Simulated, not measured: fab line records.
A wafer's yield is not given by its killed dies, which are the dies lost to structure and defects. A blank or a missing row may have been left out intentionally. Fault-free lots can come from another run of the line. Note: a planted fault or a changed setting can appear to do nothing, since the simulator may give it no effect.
A sampling plan put to the test | flow berkeley_cmos170 | one line in one fab, 7 faults in these records, each fault weighed on the records of the lots it struck
The plan is the line's own looks: the steps of the route at which a gauge or an inspection reads the wafer and doesn't change it. Where struck wafers have a number at a look and the file lists that look's usual mean and standard deviation on fault-free wafers, the look can be judged. Caught: a look later than the fault's first step finds the struck wafers' mean 4 or more of those standard deviations (sigma) from the usual mean. On the tool: the fault's steps, tested the same way using the tool's own readings. Caught also covers a different recipe on the struck wafers, or a record left blank for those wafers only.

THE FAULTS, as the simulator had put them in
1. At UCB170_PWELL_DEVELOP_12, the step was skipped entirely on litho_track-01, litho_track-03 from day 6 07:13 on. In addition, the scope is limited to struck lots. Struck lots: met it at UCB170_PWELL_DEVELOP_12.
2. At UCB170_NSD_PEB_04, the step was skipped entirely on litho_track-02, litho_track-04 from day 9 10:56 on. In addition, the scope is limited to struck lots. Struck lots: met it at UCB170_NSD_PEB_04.
3. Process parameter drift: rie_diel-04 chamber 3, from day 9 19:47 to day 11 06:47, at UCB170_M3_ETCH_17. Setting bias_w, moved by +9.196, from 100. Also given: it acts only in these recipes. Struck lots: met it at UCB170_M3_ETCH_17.
4. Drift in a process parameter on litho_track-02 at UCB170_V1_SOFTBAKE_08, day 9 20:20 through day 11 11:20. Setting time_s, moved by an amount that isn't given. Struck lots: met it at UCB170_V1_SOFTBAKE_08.
5. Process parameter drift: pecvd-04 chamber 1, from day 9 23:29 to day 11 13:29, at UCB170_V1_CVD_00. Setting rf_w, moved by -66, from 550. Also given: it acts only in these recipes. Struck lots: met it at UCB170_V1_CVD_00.
6. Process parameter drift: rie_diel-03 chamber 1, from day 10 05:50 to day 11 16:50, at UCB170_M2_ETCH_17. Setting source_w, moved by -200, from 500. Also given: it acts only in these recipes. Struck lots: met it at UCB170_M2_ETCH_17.
7. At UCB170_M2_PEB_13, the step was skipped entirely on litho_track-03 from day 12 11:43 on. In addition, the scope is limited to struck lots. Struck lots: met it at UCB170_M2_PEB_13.

WHAT THE PLAN SAW
fault | on the tool itself                               | first look that catches it     | reading, sigma | median hours from its first step to that look | hours from the fault's start to the first struck lot there | judged looks passed uncaught
1     | the tool's record is blank for the struck wafers | no look after it can be judged | -              | -                                             | -                                                          | 0
2     | the tool's record is blank for the struck wafers | no look after it can be judged | -              | -                                             | -                                                          | 0
3     | bias_w +31 sigma                                 | no look after it can be judged | -              | -                                             | -                                                          | 0
4     | heater_power_total_W +77 sigma                   | no look after it can be judged | -              | -                                             | -                                                          | 0
5     | rf_fwd_power_W -39 sigma                         | no look after it can be judged | -              | -                                             | -                                                          | 0
6     | rf_fwd_power_W -99 or beyond sigma               | no look after it can be judged | -              | -                                             | -                                                          | 0
7     | the tool's record is blank for the struck wafers | no look after it can be judged | -              | -                                             | -                                                          | 0
A dash: the fault isn't caught, or these records don't give the number.

Caught at a look: 0 of 7. Caught on the tool: 7 of 7. By one or the other: 7 of 7.
Faults 1, 2, 3, 4, 5, 6, 7 were caught on the tool alone.
